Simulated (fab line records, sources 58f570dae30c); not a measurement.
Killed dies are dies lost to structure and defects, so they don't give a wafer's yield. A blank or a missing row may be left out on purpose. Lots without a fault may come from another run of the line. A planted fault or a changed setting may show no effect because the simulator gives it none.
Which tool did it? | flow berkeley_cmos170 | 14 lots, 42 wafers sampled, at 5 steps of a route of 331

WHAT THE GAUGES READ, wafer by wafer
UCB170_M2_THK_MEAS_03: measures by xrf. Usual: M2_AL_THK 905 nm, standard deviation 12.
lot  | measured     | on            | M2_AL_THK (nm) | flag
L497 | day 7 06:27  | film_metro-02 | 917 909 918    |
L499 | day 7 06:35  | film_metro-04 | 900 893 884    |
L498 | day 7 06:41  | film_metro-02 | 906 907 910    |
L501 | day 7 22:21  | film_metro-04 | 893 905 916    |
L502 | day 8 12:46  | film_metro-02 | 889 900 902    |
L503 | day 8 13:01  | film_metro-02 | 887 896 894    |
L504 | day 8 22:41  | film_metro-03 | 908 894 904    |
L506 | day 9 13:29  | film_metro-02 | 926 922 912    |
L505 | day 9 13:33  | film_metro-03 | 882 886 878    |
L507 | day 9 13:50  | film_metro-04 | 914 925 914    |
L509 | day 9 21:03  | film_metro-04 | 900 903 917    |
L511 | day 10 12:23 | film_metro-02 | 898 915 918    |
L516 | day 11 12:46 | film_metro-03 | 905 888 913    |
L517 | day 11 16:43 | film_metro-02 | 908 917 902    |

UCB170_M3_CD_MEAS_15: target cd 700 nm. Usual: cd_nm 699.8 nm, standard deviation 1.6.
lot  | measured     | on        | cd_nm (nm)                          | flag
L497 | day 7 15:13  | cd_sem-02 | 700.3 699.7 700.7                   |
L499 | day 7 15:21  | cd_sem-01 | 699.2 699.7 700.7                   |
L498 | day 7 15:30  | cd_sem-01 | 698.5 699.0 698.5                   |
L501 | day 8 05:40  | cd_sem-01 | 703.3 701.9 701.4                   |
L502 | day 8 19:45  | cd_sem-02 | 697.4 697.6 697.9                   |
L503 | day 8 20:53  | cd_sem-02 | 701.8 699.9 701.2                   |
L504 | day 9 06:19  | cd_sem-01 | 700.7 701.7 701.6                   |
L506 | day 9 22:13  | cd_sem-01 | 699.6 698.8 700.2                   |
L505 | day 9 22:40  | cd_sem-01 | 701.1 702.6 702.2                   |
L507 | day 9 23:57  | cd_sem-01 | 700.0 699.5 700.4                   |
L509 | day 10 04:10 | cd_sem-02 | 700.5 699.0 699.0                   |
L511 | day 10 19:46 | cd_sem-02 | 697.6 697.0 696.5                   |
L516 | day 11 19:44 | cd_sem-02 | 693.9 697.0 691.3 693.8 696.9 691.6 | OFF
L517 | day 11 23:52 | cd_sem-02 | 688.9 693.8 698.9 688.8 693.5 698.8 | OFF

WHICH TOOL RAN EACH LOT (tool, then ch and the chambers of the sampled wafers, then the start)
lot  | UCB170_M2_SPUTTER_01         | UCB170_V2_CMP_02              | UCB170_M3_EXPOSE_12
L497 | pvd_sputter-03, day 7 06:14  | cmp-02 ch 0,2,3, day 7 09:06  | krf_scanner-01 ch 0, day 7 14:31
L499 | pvd_sputter-01, day 7 06:16  | cmp-01 ch 0,2, day 7 09:25    | krf_scanner-02 ch 0, day 7 14:46
L498 | pvd_sputter-02, day 7 06:29  | cmp-02 ch 2,3, day 7 09:38    | krf_scanner-02 ch 0, day 7 15:05
L501 | pvd_sputter-01, day 7 22:09  | cmp-01 ch 0,2,3, day 8 00:49  | krf_scanner-01 ch 0, day 8 05:14
L502 | pvd_sputter-02, day 8 12:34  | cmp-01 ch 0,2,3, day 8 15:26  | krf_scanner-01 ch 0, day 8 19:22
L503 | pvd_sputter-01, day 8 12:49  | cmp-02 ch 2,3, day 8 15:43    | krf_scanner-01 ch 0, day 8 20:20
L504 | pvd_sputter-01, day 8 22:29  | cmp-02 ch 1,3, day 9 01:43    | krf_scanner-02 ch 0, day 9 05:55
L506 | pvd_sputter-01, day 9 13:17  | cmp-02 ch 2,3, day 9 16:08    | krf_scanner-01 ch 0, day 9 21:47
L505 | pvd_sputter-02, day 9 13:21  | cmp-01 ch 0,3, day 9 16:18    | krf_scanner-02 ch 0, day 9 22:04
L507 | pvd_sputter-03, day 9 13:37  | cmp-02 ch 0,1,2, day 9 18:09  | krf_scanner-02 ch 0, day 9 23:34
L509 | pvd_sputter-01, day 9 20:51  | cmp-02 ch 1,2,3, day 10 00:00 | krf_scanner-01 ch 0, day 10 03:41
L511 | pvd_sputter-03, day 10 12:09 | cmp-01 ch 0,1, day 10 15:04   | krf_scanner-01 ch 0, day 10 19:15
L516 | pvd_sputter-01, day 11 12:32 | cmp-01 ch 0,1,3, day 11 15:13 | krf_scanner-02 ch 0, day 11 19:20
L517 | pvd_sputter-03, day 11 16:30 | cmp-01 ch 2,3, day 11 19:09   | krf_scanner-02 ch 0, day 11 23:28
- UCB170_M2_SPUTTER_01: material Al, target thk 900 nm, time 120 s.
- UCB170_V2_CMP_02: polishes SiO2.
- UCB170_M3_EXPOSE_12: exposes mask METAL3, target cd 700 nm.

WHAT THE TOOLS THEMSELVES READ (means of the sampled wafers that have a number; where no wafer has one, the mark that the record gives instead)
UCB170_M2_SPUTTER_01. Usual: throttle_valve_pct 29.8 %, standard deviation 0.62.
lot  | tool           | throttle_valve_pct (%) | flag
L497 | pvd_sputter-03 | 29.8                   |
L499 | pvd_sputter-01 | 29.8                   |
L498 | pvd_sputter-02 | 30.1                   |
L501 | pvd_sputter-01 | 29.4                   |
L502 | pvd_sputter-02 | 30.1                   |
L503 | pvd_sputter-01 | 30.5                   |
L504 | pvd_sputter-01 | 29.7                   |
L506 | pvd_sputter-01 | 30.3                   |
L505 | pvd_sputter-02 | 29.8                   |
L507 | pvd_sputter-03 | 29.5                   |
L509 | pvd_sputter-01 | 30.2                   |
L511 | pvd_sputter-03 | 29.5                   |
L516 | pvd_sputter-01 | 29.6                   |
L517 | pvd_sputter-03 | 29.7                   |

UCB170_V2_CMP_02. Usual: motor_current_A 16.5 A, standard deviation 1.6.
lot  | tool   | motor_current_A (A) | flag
L497 | cmp-02 | 17.2                |
L499 | cmp-01 | 17.3                |
L498 | cmp-02 | 17.1                |
L501 | cmp-01 | 16.4                |
L502 | cmp-01 | 16.0                |
L503 | cmp-02 | 17.9                |
L504 | cmp-02 | 15.5                |
L506 | cmp-02 | 18.1                |
L505 | cmp-01 | 16.2                |
L507 | cmp-02 | 16.6                |
L509 | cmp-02 | 16.4                |
L511 | cmp-01 | 17.0                |
L516 | cmp-01 | 16.2                |
L517 | cmp-01 | 16.1                |

UCB170_M3_EXPOSE_12. Usual: exposure_dose_mJ_cm2 25.991, standard deviation 0.028; reticle_temp_C 23.00 C, standard deviation 0.096.
lot  | tool           | exposure_dose_mJ_cm2 | reticle_temp_C (C) | flag
L497 | krf_scanner-01 | 25.991               | 22.94              |
L499 | krf_scanner-02 | 25.996               | 22.93              |
L498 | krf_scanner-02 | 26.007               | 23.00              |
L501 | krf_scanner-01 | 25.933               | 22.99              |
L502 | krf_scanner-01 | 25.996               | 23.01              |
L503 | krf_scanner-01 | 25.977               | 23.02              |
L504 | krf_scanner-02 | 26.012               | 23.09              |
L506 | krf_scanner-01 | 25.997               | 22.98              |
L505 | krf_scanner-02 | 26.019               | 23.07              |
L507 | krf_scanner-02 | 26.006               | 23.00              |
L509 | krf_scanner-01 | 25.964               | 22.98              |
L511 | krf_scanner-01 | 25.957               | 23.07              |
L516 | krf_scanner-02 | 25.766               | 23.04              | OFF
L517 | krf_scanner-02 | 25.592               | 23.08              | OFF

THE ANSWER, worked out from the rows above alone
Rule: a lot is off if the mean of its wafers that have a number lies more than 3 standard deviations from the usual mean. A lot without any number at a reading at which 4 lots or more have one is off too. The other lots that the step has rows for count as sound. The gauges are gone through in route order, then the tools' own readings, and for those a lot's mean is taken as printed above. The first step at which some lot is off is used, and at that step the reading that is off furthest; a lot without a number counts as furthest.
Off: L516, L517, at UCB170_M3_CD_MEAS_15 (cd_nm).
A tool fits if, at a process step before that reading, it ran every lot that is off, and no sound lot after the first of them. The gauges at UCB170_M3_CD_MEAS_15 aren't tried: what is off there is off at UCB170_M3_EXPOSE_12 too, on other tools, and a gauge's error can't cause that. Can't be told from this: 2 tools fit, cmp-01 at UCB170_V2_CMP_02, krf_scanner-02 at UCB170_M3_EXPOSE_12.

WHAT THE SIMULATOR HAD PUT IN
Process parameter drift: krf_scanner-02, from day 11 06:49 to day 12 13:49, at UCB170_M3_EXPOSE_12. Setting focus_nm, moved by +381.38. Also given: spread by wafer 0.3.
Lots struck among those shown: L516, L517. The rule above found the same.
